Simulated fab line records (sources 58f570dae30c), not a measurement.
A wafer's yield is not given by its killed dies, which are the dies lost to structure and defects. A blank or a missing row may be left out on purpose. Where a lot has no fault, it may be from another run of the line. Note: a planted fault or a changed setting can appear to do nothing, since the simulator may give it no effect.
8D (eight disciplines) problem report, filled in by code || flow berkeley cmos170 || the parts of the form that need people (team, actions taken, sign-off) are left out

## 1. WHAT WENT WRONG
Wafers with no fault read 1.002 a.u. with a standard deviation of 0.018, whereas oes product au at UCB170_M1_ETCH_11 reads a mean of 1.237 a.u. on 1 wafer of 1 lot. Measured from the usual mean, that is +13 standard deviations.
The step: etches BARC in N2/H2.
Earliest sighting: wafer L816.6 on rie diel-04 at day 12 13:00. At this step, 39 wafers from 13 lots have a number in the record. Rule for "out", or "out of limits": more than 4 standard deviations from the usual mean. All remaining wafers that have a number are taken as sound.

## 2. WHAT THIS IS AND IS NOT
{"question": "which readings at this step", "is": "oes product au", "is not": "drypump motor current A, throttle valve pct"}
{"question": "which lots", "is": "L816", "is not": "L800, L801, L803, L805, L806, L807, L809, L817, L818, L819, L820, L821"}
{"question": "which wafers of those lots", "is": "L816.6", "is not": "L816.2, L816.4"}
{"question": "read on which tools", "is": "rie diel-04", "is not": "rie diel-02, rie diel-03"}
{"question": "when", "is": "from day 12 13:00", "is not": "up to then (29 sound wafers); but 9 sound wafers of L819, L820, L821 came after"}

## 3. SUSPECTS, AND WHAT RULES EACH OUT
Counting: a tool at a process step up to the reading stays a suspect if it ran every lot that is out. Sound lots after the first of them don't rule it out here, since some wafers of a struck lot are sound.
- rie diel-04 at UCB170_M1_ETCH_11 (etches BARC in N2/H2): kept. The lot that is out, L816, ran on it at day 12 13:00; the last sound lot it ran before that was L809, at day 10 06:00. Its own oes product au readings are out on those wafers.
- In rie diel-04 at UCB170_M1_ETCH_11, the wafers that are out were processed in chamber 3 and their sound lot-mates in chambers 1, 2.
Remaining after the count: rie diel-04 at UCB170_M1_ETCH_11.

## 4. THE CAUSE (what the simulator had put in)
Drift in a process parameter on rie diel-04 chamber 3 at UCB170_M1_ETCH_11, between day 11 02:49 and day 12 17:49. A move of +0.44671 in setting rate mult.
This tool alone remained once counting was done.

## 5. THE EFFECT CHAIN, in route order
Rows list readings where the struck wafers' mean (over those with a number) sits beyond 3 standard deviations from the usual. Only readings for which the record gives a usual standard deviation are gone through. hours: the time from each lot's start at the first step in this table that gives one to its start at this step, as a median over the lots. sigmas: the change in usual standard deviations.
{"hours": 0, "step": "UCB170_M1_ETCH_11", "reading": "oes product au", "usual": "1.002 a.u.", "on struck wafers": 1.237, "change": "+0.235", "sigmas": "+13"}
It contains these process steps:
- UCB170_M1_ETCH_11: etches BARC in N2/H2.

## 6. WHAT WOULD HAVE CAUGHT IT SOONER
In this record no reading fell out of limits until day 12 13:00, 34 hours after the fault had begun at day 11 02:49.
